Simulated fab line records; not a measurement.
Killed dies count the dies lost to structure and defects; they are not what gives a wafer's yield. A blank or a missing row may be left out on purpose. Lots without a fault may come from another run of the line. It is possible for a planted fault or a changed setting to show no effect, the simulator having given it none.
One fault through the eyes of 2 desks / flow ritCmos / each desk has only its own numbers; what lay behind them comes last

THE METROLOGY DESK
What the gauges read, lot by lot, whatever tool the lot ran on: means of the sampled wafers that have a number. If a lot's mean is further than 4 standard deviations from the usual mean, the lot is out of limits and carries the mark OUT (the distance appears in the brackets).
Columns: A = NSD_TW at RIT_NSD_TW_MEAS_10, usual 3090; B = NSD_RS at RIT_SDANNEAL_RS_MEAS_05, usual 84.6 ohm/sq
lot=L575; first seen here=day 3 03:42; A=3109; B=84.2
lot=L576; first seen here=day 3 10:28; A=3111; B=84.9
lot=L577; first seen here=day 3 16:39; A=3071; B=84.4
lot=L578; first seen here=day 3 20:07; A=3089; B=84.3
lot=L581; first seen here=day 4 11:13; A=3079; B=84.4
lot=L582; first seen here=day 4 16:59; A=3076; B=84.8
lot=L583; first seen here=day 4 20:22; A=3077; B=84.5
lot=L584; first seen here=day 5 02:05; A=3125; B=84.8
lot=L585; first seen here=day 5 06:50; A=3135; B=84.7
lot=L586; first seen here=day 5 16:32; A=3118; B=84.7
lot=L587; first seen here=day 5 18:30; A=3074; B=84.6
lot=L593; first seen here=day 7 00:08; A=3287 (+8.6) OUT; B=81.7 (-9.6) OUT
lot=L594; first seen here=day 7 04:04; A=3287 (+8.6) OUT; B=81.8 (-9.2) OUT
lot=L595; first seen here=day 7 08:16; A=3059; B=85.0
This desk reports L593, L594 out of limits; the earliest was L593 at day 7 00:08 (NSD_TW at RIT_NSD_TW_MEAS_10). L575, L576, L577, L578, L581, L582, L583, L584, L585, L586, L587, L595: within limits.

AT THE TOOL OWNER'S DESK: implanter-02
The tool's own readings at RIT_NSD_IMPLANT_08: means of the sampled wafers that have a number, for each lot that ran on this tool. If a lot's mean is further than 4 standard deviations from the usual mean, the lot is out of limits and carries the mark OUT (the distance appears in the brackets).
Columns: A = beamEnergyKeV at RIT_NSD_IMPLANT_08, usual 25.002; B = doseIonsCm2 at RIT_NSD_IMPLANT_08, usual 9.999e+14; C = tiltDeg at RIT_NSD_IMPLANT_08, usual 7.002 degrees
lot=L577; first seen here=day 3 16:20; A=24.990; B=1.000e+15; C=6.994
lot=L578; first seen here=day 3 19:47; A=25.003; B=9.994e+14; C=6.994
lot=L581; first seen here=day 4 10:54; A=25.004; B=1.000e+15; C=7.013
lot=L582; first seen here=day 4 16:42; A=25.000; B=1.000e+15; C=7.015
lot=L584; first seen here=day 5 01:46; A=24.998; B=9.990e+14; C=7.013
lot=L586; first seen here=day 5 16:10; A=25.005; B=9.991e+14; C=7.003
lot=L587; first seen here=day 5 18:13; A=25.010; B=1.000e+15; C=6.998
lot=L593; first seen here=day 6 23:50; A=32.507 (+99 or more) OUT; B=9.995e+14; C=7.009
lot=L594; first seen here=day 7 03:45; A=32.505 (+99 or more) OUT; B=1.000e+15; C=7.025
This desk finds L593, L594 out of limits, L593 being first, at day 6 23:50 (beamEnergyKeV at RIT_NSD_IMPLANT_08). L577, L578, L581, L582, L584, L586, L587: within limits.

BROUGHT TOGETHER
At day 6 23:50, on L593, L594, the tool owner's desk was in a position to raise an alarm.
The metrology desk could have raised an alarm at day 7 00:08, on L593, L594.
Every lot named ran RIT_NSD_IMPLANT_08 on implanter-02.

WHAT THE SIMULATOR HAD PUT IN
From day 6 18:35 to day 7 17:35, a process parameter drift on implanter-02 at RIT_NSD_IMPLANT_08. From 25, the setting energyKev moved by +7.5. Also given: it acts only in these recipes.
Shown lots that were struck: L593, L594.
Fault start to first reading out of limits, in hours, per desk: tool owner, 5; metrology, 6.
